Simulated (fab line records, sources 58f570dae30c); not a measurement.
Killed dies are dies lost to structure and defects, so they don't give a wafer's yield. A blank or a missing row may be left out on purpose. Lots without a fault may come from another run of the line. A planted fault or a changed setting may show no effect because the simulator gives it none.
fab line records | flow berkeley_cmos170
record lots=13 wafers=39 last_day=12
route steps=331 shown START@4 WELLDRIVE@56 SPACER@172 CONTACT@232
lots that met no fault: from a run of the same line without faults
start_h: hours from the record's first day to the start of the lot's first wafer shown | wait_h: hours since the lot's step before | " the same as in the row above | L1.1+2: a row that stands for several wafers | - no value, or no start given | * or withheld: withheld | < > ~ a bound
route shown NAME@n: a module of which the file shows steps, and the number in the route of the first | usual: mean/standard deviation of fault-free wafers | same: alike in all rows | chamber/n: place in a boat | sites: the reading at each site | _std_site: their standard deviation | _edge_site: outer sites' mean less inner sites' | radius_mm: how far each site lies from the wafer's centre | mask NAME#n: copy n | behind: the tool/chamber that last shaped the wafer | hold: why the lot was held/for how many hours/how that ended | device: the transistor (n, p or np) that didn't switch | end of line: the same wafers' tests at the end of the route | a step without rows: its recipe alone | killed: dies lost to structure and defects at the first sort, not the wafer's yield | map: a wafer's dies, x killed, . not, _ none there
set.NAME: the setting as run; set.NAME@STEP: as run at that earlier step | model.NAME: the simulator's own value behind a step, which no gauge read
steps of the route over a sample of lots; a table a step, a row a wafer
services: from which hour (start_h, from the record's first day; less than 0 if before it) a tool's chamber was out of use, for how many hours, and why
## steps
# step UCB170_START_THK_MEAS_03
# recipe reads=SiO2_of_START_OXIDATION_02
# usual START_OXIDE_THK=19.9/0.46
# columns lot.wafer tool chamber start_h wait_h START_OXIDE_THK[nm]
L912.2 film_metro-04 - 14.66 0.0 20.5
L912.3 " - " " 20.3
L912.4 " - " " 20.4
L913.1 film_metro-04 - 20.23 0.0 19.5
L913.3 " - " " 19.6
L913.6 " - " " 19.5
L914.1 film_metro-04 - 24.48 0.0 20.0
L914.2 " - " " 20.1
L914.5 " - " " 20.6
L915.1 film_metro-04 - 29.45 0.1 20.2
L915.2 " - " " 19.9
L915.5 " - " " 20.1
L917.3 film_metro-03 - 37.83 0.0 20.5
L917.4 " - " " 20.4
L917.5 " - " " 20.5
L919.2 film_metro-04 - 50.14 0.0 19.3
L919.3 " - " " 19.5
L919.6 " - " " 19.0
L920.2 film_metro-04 - 54.22 0.0 19.9
L920.4 " - " " 19.8
L920.5 " - " " 19.9
L922.1 film_metro-03 - 63.31 0.0 20.6
L922.5 " - " " 20.5
L922.6 " - " " 20.9
L923.2 film_metro-03 - 70.01 0.0 19.4
L923.3 " - " " 19.9
L923.6 " - " " 19.9
L924.2 film_metro-04 - 75.34 0.0 20.2
L924.4 " - " " 20.0
L924.6 " - " " 19.8
L932.1 film_metro-02 - 113.76 0.0 19.5
L932.3 " - " " 19.6
L932.4 " - " " 19.6
L934.1 film_metro-03 - 122.57 0.0 19.6
L934.2 " - " " 19.6
L934.6 " - " " 19.5
L935.1 film_metro-04 - 129.43 0.0 19.8
L935.2 " - " " 20.2
L935.6 " - " " 19.8
# step UCB170_WELLDRIVE_OXIDATION_01
# recipe temp_c=1100 ambient=O2 target_thk_a=1990 ox_time_s=9000
# usual spike_tc_source_C=1125/4.5 zone_power_source_pct=38/3.3
# columns lot.wafer tool chamber start_h wait_h spike_tc_source_C zone_power_source_pct
L912.2 furnace-01 0 61.46 0.7 1129 33
L912.3 " 0 " " 1130 33
L912.4 " 0 " " 1128 33
L913.1 furnace-01 0 61.46 0.9 1128 33
L913.3 " 0 " " 1130 33
L913.6 " 0 " " 1128 33
L914.1 furnace-04 0 67.01 2.3 1127 37
L914.2 " 0 " " 1127 37
L914.5 " 0 " " 1128 37
L915.1 furnace-04 0 67.01 2.3 1128 37
L915.2 " 0 " " 1128 37
L915.5 " 0 " " 1128 37
L917.3 furnace-01 0 78.49 1.3 1129 33
L917.4 " 0 " " 1130 33
L917.5 " 0 " " 1130 33
L919.2 furnace-03 0 95.20 3.3 1121 43
L919.3 " 0 " " 1118 42
L919.6 " 0 " " 1118 42
L920.2 furnace-03 0 95.20 2.9 1118 42
L920.4 " 0 " " 1120 41
L920.5 " 0 " " 1116 42
L922.1 furnace-04 0 101.51 1.4 1125 37
L922.5 " 0 " " 1128 37
L922.6 " 0 " " 1125 37
L923.2 furnace-04 0 101.51 1.5 1128 37
L923.3 " 0 " " 1128 37
L923.6 " 0 " " 1128 38
L924.2 furnace-04 0 115.01 0.1 1128 37
L924.4 " 0 " " 1128 37
L924.6 " 0 " " 1127 37
L932.1 furnace-03 0 151.28 2.3 1120 42
L932.3 " 0 " " 1118 43
L932.4 " 0 " " 1120 42
L934.1 furnace-04 0 161.31 4.2 1126 38
L934.2 " 0 " " 1127 37
L934.6 " 0 " " 1128 37
L935.1 furnace-04 0 174.24 5.0 1128 38
L935.2 " 0 " " 1129 37
L935.6 " 0 " " 1128 36
# step UCB170_WELLDRIVE_THK_MEAS_02
# recipe reads=SiO2_of_WELLDRIVE_OXIDATION_01
# usual WELLDRIVE_OXIDE_THK=198.4/2.7
# columns lot.wafer tool chamber start_h wait_h WELLDRIVE_OXIDE_THK[nm]
L913.1 film_metro-03 - 64.96 0.0 196.4
L913.3 " - " " 197.2
L913.6 " - " " 195.7
L912.2 film_metro-01 - 64.97 0.0 197.1
L912.3 " - " " 196.1
L912.4 " - " " 197.5
L914.1 film_metro-02 - 70.51 0.0 200.0
L914.2 " - " " 199.1
L914.5 " - " " 201.9
L915.1 film_metro-01 - 70.51 0.0 198.1
L915.2 " - " " 198.1
L915.5 " - " " 198.4
L917.3 film_metro-02 - 82.01 0.0 197.9
L917.4 " - " " 195.8
L917.5 " - " " 193.4
L919.2 film_metro-01 - 98.71 0.0 195.4
L919.3 " - " " 199.0
L919.6 " - " " 195.3
L920.2 film_metro-03 - 98.71 0.0 200.4
L920.4 " - " " 198.6
L920.5 " - " " 202.4
L922.1 film_metro-02 - 105.01 0.0 192.8
L922.5 " - " " 195.2
L922.6 " - " " 195.8
L923.2 film_metro-01 - 105.08 0.1 192.4
L923.3 " - " " 194.3
L923.6 " - " " 193.3
L924.2 film_metro-03 - 118.52 0.0 196.2
L924.4 " - " " 194.1
L924.6 " - " " 197.0
L932.1 film_metro-02 - 154.78 0.0 175.0
L932.3 " - " " 174.5
L932.4 " - " " 171.7
L934.1 film_metro-03 - 164.81 0.0 199.6
L934.2 " - " " 198.8
L934.6 " - " " 196.6
L935.1 film_metro-01 - 177.74 0.0 202.4
L935.2 " - " " 201.1
L935.6 " - " " 204.7
# step UCB170_SPACER_THK_MEAS_01
# recipe reads=SiO2_of_SPACER_CVD_00
# usual SPACER_TEOS_THK=374/5.1
# columns lot.wafer tool chamber start_h wait_h SPACER_TEOS_THK[nm]
L913.1 film_metro-02 - 124.99 0.0 372
L913.3 " - " " 377
L913.6 " - " " 381
L914.1 film_metro-01 - 126.04 0.0 370
L914.2 " - " " 370
L914.5 " - " " 374
L912.2 film_metro-04 - 126.23 0.0 369
L912.3 " - " " 372
L912.4 " - " " 379
L915.1 film_metro-01 - 126.49 0.0 371
L915.2 " - " " 364
L915.5 " - " " 377
L917.3 film_metro-01 - 146.98 0.0 371
L917.4 " - " " 382
L917.5 " - " " 381
L920.2 film_metro-01 - 155.68 0.0 368
L920.4 " - " " 372
L920.5 " - " " 370
L919.2 film_metro-02 - 155.86 0.0 378
L919.3 " - " " 371
L919.6 " - " " 376
L923.2 film_metro-01 - 165.59 0.0 372
L923.3 " - " " 375
L923.6 " - " " 375
L922.1 film_metro-02 - 166.26 0.0 369
L922.5 " - " " 378
L922.6 " - " " 379
L924.2 film_metro-04 - 175.76 0.0 369
L924.4 " - " " 376
L924.6 " - " " 372
L932.1 film_metro-02 - 226.07 0.0 376
L932.3 " - " " 375
L932.4 " - " " 382
L934.1 film_metro-01 - 234.35 0.0 374
L934.2 " - " " 371
L934.6 " - " " 378
L935.1 film_metro-01 - 244.53 0.0 372
L935.2 " - " " 367
L935.6 " - " " 377
# step UCB170_CONTACT_OVL_MEAS_16
# usual CONTACT_OVL=3/5.9
# columns lot.wafer tool chamber start_h wait_h CONTACT_OVL[nm]
L914.1 overlay-02 - 139.27 0.1 -3
L914.2 " - " " 1
L914.5 " - " " 12
L915.1 overlay-02 - 142.72 0.1 10
L915.2 " - " " 12
L915.5 " - " " 12
L913.1 overlay-01 - 142.99 0.1 -8
L913.3 " - " " -4
L913.6 " - " " 3
L912.2 overlay-01 - 143.28 0.1 -1
L912.3 " - " " 3
L912.4 " - " " 1
L917.3 overlay-02 - 163.93 0.1 0
L917.4 " - " " -10
L917.5 " - " " 3
L920.2 overlay-02 - 169.64 0.1 -9
L920.4 " - " " -7
L920.5 " - " " 10
L919.2 overlay-01 - 170.32 0.1 0
L919.3 " - " " -2
L919.6 " - " " -4
L923.2 overlay-02 - 186.49 0.1 9
L923.3 " - " " 12
L923.6 " - " " 1
L922.1 overlay-01 - 186.69 0.1 -1
L922.5 " - " " -6
L922.6 " - " " -2
L924.2 overlay-02 - 191.09 0.1 0
L924.4 " - " " 4
L924.6 " - " " -2
L932.1 overlay-01 - 243.70 0.1 2
L932.3 " - " " 3
L932.4 " - " " -3
L934.1 overlay-01 - 248.96 0.1 10
L934.2 " - " " -1
L934.6 " - " " -1
L935.1 overlay-01 - 258.47 0.1 10
L935.2 " - " " 8
L935.6 " - " " 9
## services
# columns tool chamber start_h hours kind
furnace-01 - 91.16 3.9 pm
furnace-04 - 92.18 3.6 pm
furnace-03 - 119.72 2.9 pm
furnace-01 - 149.92 3.2 pm
furnace-03 - 159.53 4.1 pm
## key
first_sign step=UCB170_WELLDRIVE_THK_MEAS_02 reading=WELLDRIVE_OXIDE_THK direction=down sigmas=9.3 usual=198.4 struck=173.8
effect none on later readings
met_at UCB170_WELLDRIVE_OXIDATION_01
struck_lots L932
tester_left_out L932
not_acting_at UCB170_START_THK_MEAS_03,UCB170_SPACER_THK_MEAS_01,UCB170_CONTACT_OVL_MEAS_16
onset_between 95.20 151.28
fault kind=process_parameter_drift tool=furnace-03 chamber=- onset_h=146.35 steps=UCB170_WELLDRIVE_OXIDATION_01 channel=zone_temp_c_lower offset=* shape=step end_h=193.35
# tester_left_out: of these lots the tester's yield and bins aren't shown, on N5 and GAA mostly nor the transistor test; their killed dies are dies lost to structure and defects alone, not to doping, threshold or leakage, so they don't give the yield
